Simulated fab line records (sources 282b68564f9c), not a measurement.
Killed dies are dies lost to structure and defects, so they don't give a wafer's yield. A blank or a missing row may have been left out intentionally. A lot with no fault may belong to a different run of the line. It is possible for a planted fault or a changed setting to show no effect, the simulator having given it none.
Which tool is to blame? || flow rit cmos || 11 lots (33 wafers sampled), 1 step of a 202-step route

== WHAT EACH GAUGE READ, for each wafer ==
No reading from a measuring or inspecting step in the record can be judged against a usual standard deviation.

== TOOL THAT RAN EACH LOT (tool first, then ch and the chambers of the sampled wafers, then the start) ==
{"lot": "L527", "RIT_NWELL_IMPLANT_08": "implanter-04 ch 0, day 1 22:08"}
{"lot": "L528", "RIT_NWELL_IMPLANT_08": "implanter-02 ch 0, day 2 03:22"}
{"lot": "L529", "RIT_NWELL_IMPLANT_08": "implanter-04 ch 0, day 2 09:01"}
{"lot": "L531", "RIT_NWELL_IMPLANT_08": "implanter-02 ch 0, day 2 17:37"}
{"lot": "L537", "RIT_NWELL_IMPLANT_08": "implanter-02 ch 0, day 3 23:02"}
{"lot": "L539", "RIT_NWELL_IMPLANT_08": "implanter-02 ch 0, day 4 09:40"}
{"lot": "L541", "RIT_NWELL_IMPLANT_08": "implanter-04 ch 0, day 4 19:34"}
{"lot": "L542", "RIT_NWELL_IMPLANT_08": "implanter-01 ch 0, day 5 01:15"}
{"lot": "L546", "RIT_NWELL_IMPLANT_08": "implanter-04 ch 0, day 5 22:39"}
{"lot": "L547", "RIT_NWELL_IMPLANT_08": "implanter-01 ch 0, day 6 03:31"}
{"lot": "L550", "RIT_NWELL_IMPLANT_08": "implanter-04 ch 0, day 6 20:01"}
- RIT_NWELL_IMPLANT_08

== WHAT THE TOOLS THEMSELVES READ (means of the sampled wafers that have a number; where no wafer has one, the mark that the record gives instead) ==
RIT_NWELL_IMPLANT_08.
{"lot": "L527", "tool": "implanter-04", "tilt deg (degrees)": 6.975}
{"lot": "L528", "tool": "implanter-02", "tilt deg (degrees)": 7.007}
{"lot": "L529", "tool": "implanter-04", "tilt deg (degrees)": 6.978}
{"lot": "L531", "tool": "implanter-02", "tilt deg (degrees)": 7.000}
{"lot": "L537", "tool": "implanter-02", "tilt deg (degrees)": 6.602}
{"lot": "L539", "tool": "implanter-02", "tilt deg (degrees)": 6.593}
{"lot": "L541", "tool": "implanter-04", "tilt deg (degrees)": 6.978}
{"lot": "L542", "tool": "implanter-01", "tilt deg (degrees)": 7.021}
{"lot": "L546", "tool": "implanter-04", "tilt deg (degrees)": 6.990}
{"lot": "L547", "tool": "implanter-01", "tilt deg (degrees)": 6.995}
{"lot": "L550", "tool": "implanter-04", "tilt deg (degrees)": 6.991}

== THE ANSWER, worked out from the rows above alone ==
Rule: what is usual is taken from the lots themselves. Put in order of their means at a reading, lots are off if they are a third of the lots or fewer, leave a main group of 4 or more, and stand apart from it by a gap of 3 or more times the standard deviation of the main group's means; of several such gaps the widest counts. If all means in a main group match to the digits the tables above print for the reading, that group is not used. Also off: a lot with no number at a reading for which 4 or more lots have one. The other lots that the step has rows for count as sound. The gauges are gone through in route order, then the tools' own readings, and for those a lot's mean is taken as printed above. At the first step where some lot is off, the reading lying furthest off is the one used; lots without a number count as furthest.
Off: L537, L539 (RIT_NWELL_IMPLANT_08, tilt deg). The main group: mean 6.993 degrees, standard deviation 0.014.
If a tool, at that step or one of the process steps before it, ran each lot that is off and ran no sound lot following the first of them, it fits. One candidate fits, namely implanter-02 at RIT_NWELL_IMPLANT_08. Its last sound lot is L531 (day 2 17:37), its first lot that is off L537 (day 3 23:02): a fault that began between those two fits.
The tool's own readings at RIT_NWELL_IMPLANT_08 bear it out: on the lots that are off they differ by more than 5 times the standard deviation of the sound lots' means. tilt deg reads 6.598 degrees there against 6.993 degrees on the sound lots.

== WHAT THE SIMULATOR HAD INSERTED ==
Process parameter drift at RIT_NWELL_IMPLANT_08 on implanter-02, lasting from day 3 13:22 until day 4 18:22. From 7, the setting tilt deg moved by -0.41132. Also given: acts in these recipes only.
Shown lots that were struck: L537, L539. Same finding as the rule above.
